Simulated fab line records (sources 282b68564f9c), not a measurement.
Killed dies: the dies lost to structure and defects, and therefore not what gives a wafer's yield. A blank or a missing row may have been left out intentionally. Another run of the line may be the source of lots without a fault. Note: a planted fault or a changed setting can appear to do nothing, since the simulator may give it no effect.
What tool caused it? ; flow rit-cmos ; 14 lots with 42 wafers sampled at 5 steps, on a route of 202 steps

WHAT THE GAUGES SHOWED, per wafer
The record lacks any reading of a measuring or inspecting step that a usual standard deviation could be used to judge.

TOOL THAT RAN EACH LOT (tool first, then ch and the chambers of the sampled wafers, then the start)
lot;RIT_PSD_HMDS_00;RIT_SDANNEAL_RTA_03;RIT_SILICIDE_RTA_06;RIT_CONTACT_STRIP_12;RIT_M1_PROBE_99
L733;litho-track-01 ch 0, day 3 08:04;rtp-anneal-02 ch 0, day 3 09:51;rtp-anneal-02 ch 0, day 3 10:50;plasma-asher-04 ch 0,1, day 3 12:29;-
L734;litho-track-03 ch 0, day 3 14:14;rtp-anneal-01 ch 0, day 3 16:01;rtp-anneal-01 ch 0, day 3 17:01;plasma-asher-03 ch 0, day 3 18:46;prober-02, day 3 23:44
L735;litho-track-03 ch 0, day 3 20:09;rtp-anneal-02 ch 0, day 3 21:58;rtp-anneal-02 ch 0, day 3 22:58;plasma-asher-03 ch 0,1, day 4 00:36;prober-01, day 4 05:31
L738;litho-track-02 ch 0, day 4 16:38;rtp-anneal-01 ch 0, day 4 18:31;rtp-anneal-01 ch 0, day 4 19:30;plasma-asher-04 ch 0,1, day 4 21:32;prober-02, day 5 02:45
L739;litho-track-02 ch 0, day 4 19:28;rtp-anneal-02 ch 0, day 4 21:23;rtp-anneal-02 ch 0, day 4 22:22;plasma-asher-02 ch 0,1, day 5 00:26;-
L742;litho-track-02 ch 0, day 5 06:17;rtp-anneal-01 ch 0, day 5 08:16;rtp-anneal-01 ch 0, day 5 09:15;plasma-asher-02 ch 0,1, day 5 11:08;prober-02, day 5 15:56
L746;litho-track-01 ch 0, day 6 02:43;rtp-anneal-01 ch 0, day 6 04:38;rtp-anneal-01 ch 0, day 6 05:37;plasma-asher-02 ch 0, day 6 07:15;-
L747;litho-track-02 ch 0, day 6 04:07;rtp-anneal-02 ch 0, day 6 06:03;rtp-anneal-02 ch 0, day 6 07:02;plasma-asher-03 ch 0,1, day 6 08:41;prober-01, day 6 13:28
L748;litho-track-02 ch 0, day 6 09:05;rtp-anneal-01 ch 0, day 6 11:04;rtp-anneal-01 ch 0, day 6 12:08;plasma-asher-04 ch 1, day 6 13:55;prober-02, day 6 18:50
L749;litho-track-02 ch 0, day 6 12:50;rtp-anneal-02 ch 0, day 6 14:45;rtp-anneal-02 ch 0, day 6 15:49;plasma-asher-02 ch 0,1, day 6 17:38;prober-01, day 6 22:50
L751;litho-track-03 ch 0, day 7 03:24;rtp-anneal-02 ch 0, day 7 05:11;rtp-anneal-02 ch 0, day 7 06:11;plasma-asher-02 ch 0,1, day 7 07:56;prober-01, day 7 12:43
L752;litho-track-01 ch 0, day 7 04:44;rtp-anneal-01 ch 0, day 7 06:34;rtp-anneal-01 ch 0, day 7 07:34;plasma-asher-04 ch 0,1, day 7 09:13;-
L753;litho-track-01 ch 0, day 7 06:47;rtp-anneal-02 ch 0, day 7 08:35;rtp-anneal-02 ch 0, day 7 09:35;plasma-asher-03 ch 0,1, day 7 11:23;-
L755;litho-track-01 ch 0, day 7 20:26;rtp-anneal-02 ch 0, day 7 22:14;rtp-anneal-02 ch 0, day 7 23:13;plasma-asher-02 ch 0,1, day 8 00:59;-
- RIT_PSD_HMDS_00: prime time 60 s.
- RIT_SDANNEAL_RTA_03: time 5 s.
- RIT_SILICIDE_RTA_06: time 10 s, ramp up 5 s, ramp down 10 s.
- RIT_CONTACT_STRIP_12: strips in O2, time 180 s.
- RIT_M1_PROBE_99

WHAT THE TOOLS THEMSELVES READ (means of the sampled wafers that have a number; where no wafer has one, the mark that the record gives instead)
RIT_PSD_HMDS_00. Usual: exhaust-pa 44.9 Pa, standard deviation 0.84; prime-temp-c 139.97 C, standard deviation 0.14.
lot;tool;exhaust-pa (Pa);prime-temp-c (C);flag
L733;litho-track-01;44.5;140.00;
L734;litho-track-03;45.3;139.97;
L735;litho-track-03;45.9;140.08;
L738;litho-track-02;45.5;139.99;
L739;litho-track-02;44.6;139.93;
L742;litho-track-02;44.9;139.86;
L746;litho-track-01;45.5;140.11;
L747;litho-track-02;45.3;139.99;
L748;litho-track-02;45.0;133.05;OFF
L749;litho-track-02;45.2;133.06;OFF
L751;litho-track-03;44.5;139.95;
L752;litho-track-01;46.2;139.69;
L753;litho-track-01;44.8;140.02;
L755;litho-track-01;45.5;139.91;

RIT_SDANNEAL_RTA_03. Usual: wafer_temp_C_max at 1053.6, with a standard deviation of 1.3.
lot;tool;wafer_temp_C_max;flag
L733;rtp-anneal-02;1053.5;
L734;rtp-anneal-01;1053.6;
L735;rtp-anneal-02;1053.9;
L738;rtp-anneal-01;1055.0;
L739;rtp-anneal-02;1052.8;
L742;rtp-anneal-01;1053.4;
L746;rtp-anneal-01;1053.7;
L747;rtp-anneal-02;1054.2;
L748;rtp-anneal-01;1053.0;
L749;rtp-anneal-02;1053.4;
L751;rtp-anneal-02;1054.0;
L752;rtp-anneal-01;1054.1;
L753;rtp-anneal-02;1053.7;
L755;rtp-anneal-02;1053.8;

RIT_SILICIDE_RTA_06. Usual: wafer_temp_C_max at 753.2, with a standard deviation of 1.4.
lot;tool;wafer_temp_C_max;flag
L733;rtp-anneal-02;754.1;
L734;rtp-anneal-01;751.8;
L735;rtp-anneal-02;755.3;
L738;rtp-anneal-01;752.1;
L739;rtp-anneal-02;754.6;
L742;rtp-anneal-01;752.0;
L746;rtp-anneal-01;752.3;
L747;rtp-anneal-02;754.0;
L748;rtp-anneal-01;752.2;
L749;rtp-anneal-02;753.9;
L751;rtp-anneal-02;754.2;
L752;rtp-anneal-01;752.1;
L753;rtp-anneal-02;753.8;
L755;rtp-anneal-02;754.4;

RIT_CONTACT_STRIP_12. Usual: drypump-motor-current-A at 5.72 A, with a standard deviation of 0.27.
lot;tool;drypump-motor-current-A (A);flag
L733;plasma-asher-04;5.43;
L734;plasma-asher-03;5.40;
L735;plasma-asher-03;5.61;
L738;plasma-asher-04;5.59;
L739;plasma-asher-02;5.94;
L742;plasma-asher-02;5.85;
L746;plasma-asher-02;5.77;
L747;plasma-asher-03;5.47;
L748;plasma-asher-04;5.82;
L749;plasma-asher-02;5.95;
L751;plasma-asher-02;5.94;
L752;plasma-asher-04;5.61;
L753;plasma-asher-03;5.63;
L755;plasma-asher-02;5.93;

RIT_M1_PROBE_99. Usual: killed-at-contacts 0.1, standard deviation 0.37; killed-at-front-end 6.9, standard deviation 2.9; killed-dies 7.1, standard deviation 2.9; killed-on-rim 1.9, standard deviation 1.4; killed-open 3.3, standard deviation 1.8; killed-short 3.6, standard deviation 2.2.
lot;tool;killed-at-contacts;killed-at-front-end;killed-dies;killed-on-rim;killed-open;killed-short;flag
L734;prober-02;0.0;9.3;9.3;3.3;3.0;6.3;
L735;prober-01;0.0;6.0;6.0;0.3;3.7;2.3;
L738;prober-02;0.0;5.3;5.3;1.3;1.7;3.7;
L742;prober-02;0.7;8.3;9.0;2.7;4.3;4.0;
L747;prober-01;0.0;5.0;5.0;1.7;2.3;2.7;
L748;prober-02;0.0;6.0;6.0;1.0;3.7;2.3;
L749;prober-01;0.0;7.0;7.0;2.3;4.0;3.0;
L751;prober-01;1.0;11.3;12.3;0.7;3.7;8.0;

THE ANSWER, worked out from the rows above alone
Rule: take the mean of a lot's wafers that have a number; if it is more than 3 standard deviations from the usual mean, the lot is off. Also off: a lot with no number at a reading for which 4 or more lots have one. Where the step has rows for the other lots, those lots are counted as sound. First the gauges in route order, then the tools' own readings, where a lot's mean is used as printed above. At the first step where some lot is off, the reading lying furthest off is the one used; lots without a number count as furthest.
Off: L748, L749 (RIT_PSD_HMDS_00, prime-temp-c).
If a tool, at that step or one of the process steps before it, ran each lot that is off and ran no sound lot following the first of them, it fits. One candidate fits, namely litho-track-02 at RIT_PSD_HMDS_00. A fault onset in the window from L747 (day 6 04:07, its last sound lot) to L748 (day 6 09:05, its first lot off) fits.
The tool's own readings at RIT_PSD_HMDS_00 bear it out: on the lots that are off they differ by more than 5 times the standard deviation of the sound lots' means. prime-temp-c reads 133.06 C there against 139.96 C on the sound lots.

WHAT THE SIMULATOR HAD PUT IN
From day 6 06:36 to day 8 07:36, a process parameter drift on litho-track-02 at RIT_PSD_HMDS_00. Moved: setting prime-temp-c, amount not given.
Shown lots that were struck: L748, L749. The rule above reached the same finding.
